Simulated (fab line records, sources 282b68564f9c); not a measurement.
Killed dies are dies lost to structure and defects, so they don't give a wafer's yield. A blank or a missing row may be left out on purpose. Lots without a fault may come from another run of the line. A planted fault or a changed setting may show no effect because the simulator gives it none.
Tool commonality check | flow rit_cmos | 13 lots, 39 wafers sampled

WHY IT WAS OPENED
At RIT_NSD_TW_MEAS_10 the reading NSD_TW is flagged on 1 of 13 lots. Wafers without a fault read 3118, standard deviation 17.
Rule: a lot is flagged when every wafer of it that has a number lies more than 4 standard deviations from that mean, or none has a number. The other lots count as sound.

lot  | measured    | on            | NSD_TW, wafer by wafer | flag
L243 | day 3 05:19 | film_metro-04 | 3136 3125 3125         |
L247 | day 3 20:26 | film_metro-03 | 3099 3099 3113         |
L248 | day 4 00:56 | film_metro-04 | 3128 3123 3131         |
L249 | day 4 05:46 | film_metro-04 | 30 30 30               | FLAGGED
L250 | day 4 09:35 | film_metro-01 | 3128 3134 3126         |
L256 | day 5 17:26 | film_metro-04 | 3137 3136 3139         |
L259 | day 6 07:21 | film_metro-04 | 3129 3142 3142         |
L260 | day 6 12:36 | film_metro-04 | 3121 3117 3119         |
L261 | day 6 17:08 | film_metro-04 | 3117 3129 3106         |
L262 | day 6 22:55 | film_metro-03 | 3110 3091 3092         |
L264 | day 7 07:44 | film_metro-04 | 3127 3119 3113         |
L265 | day 7 13:30 | film_metro-03 | 3101 3106 3106         |
L266 | day 7 18:37 | film_metro-01 | 3117 3109 3120         |
The numbers of the flagged lots are 30 on average: -3088 against the usual, or -99 or more standard deviations.

WHICH TOOL RAN EACH LOT
The record holds 1 process step before the reading, out of a route of 202 steps. In each cell: the tool, then ch and the chambers that the sampled wafers went through, then the start.
lot  | flag    | RIT_NSD_EXPOSE_03
L243 |         | iline_stepper-02 ch 0, day 3 04:24
L247 |         | iline_stepper-01 ch 0, day 3 19:31
L248 |         | iline_stepper-01 ch 0, day 4 00:01
L249 | FLAGGED | iline_stepper-02 ch 0, day 4 04:52
L250 |         | iline_stepper-01 ch 0, day 4 08:41
L256 |         | iline_stepper-01 ch 0, day 5 16:32
L259 |         | iline_stepper-02 ch 0, day 6 06:26
L260 |         | iline_stepper-02 ch 0, day 6 11:41
L261 |         | iline_stepper-02 ch 0, day 6 16:14
L262 |         | iline_stepper-02 ch 0, day 6 21:59
L264 |         | iline_stepper-01 ch 0, day 7 06:50
L265 |         | iline_stepper-02 ch 0, day 7 12:27
L266 |         | iline_stepper-01 ch 0, day 7 17:43
What these steps do:
- RIT_NSD_EXPOSE_03: exposes mask M9, target cd 40700 nm.
- RIT_NSD_TW_MEAS_10

FLAGGED OVER TOTAL, TOOL BY TOOL (the gauges that took the reading come last)
step               | tool             | lots run | flagged | share of the flagged lots | sound lots run after its first flagged lot
RIT_NSD_EXPOSE_03  | iline_stepper-01 | 6        | 0       | none                      | -
RIT_NSD_EXPOSE_03  | iline_stepper-02 | 7        | 1       | all                       | 5 (L259,L260,L261,L262,L265)
RIT_NSD_TW_MEAS_10 | film_metro-01    | 2        | 0       | none                      | -
RIT_NSD_TW_MEAS_10 | film_metro-03    | 3        | 0       | none                      | -
RIT_NSD_TW_MEAS_10 | film_metro-04    | 8        | 1       | all                       | 5 (L256,L259,L260,L261,L264)

WHAT THE TABLE ALLOWS
2 rows of the table ran every flagged lot: iline_stepper-02 at RIT_NSD_EXPOSE_03, film_metro-04 at RIT_NSD_TW_MEAS_10.
- iline_stepper-02 at RIT_NSD_EXPOSE_03: 1 of its 7 lots flagged. Sound lots ran on it after the first flagged one (L259, L260, L261, L262, L265), which a lasting fault on the whole tool wouldn't allow.
- film_metro-04 at RIT_NSD_TW_MEAS_10: 1 of its 8 lots flagged. Sound lots ran on it after the first flagged one (L256, L259, L260, L261, L264), which a lasting fault on the whole tool wouldn't allow.
No row of the table ran every flagged lot and no sound lot after the first.

WHAT THE SIMULATOR HAD PUT IN
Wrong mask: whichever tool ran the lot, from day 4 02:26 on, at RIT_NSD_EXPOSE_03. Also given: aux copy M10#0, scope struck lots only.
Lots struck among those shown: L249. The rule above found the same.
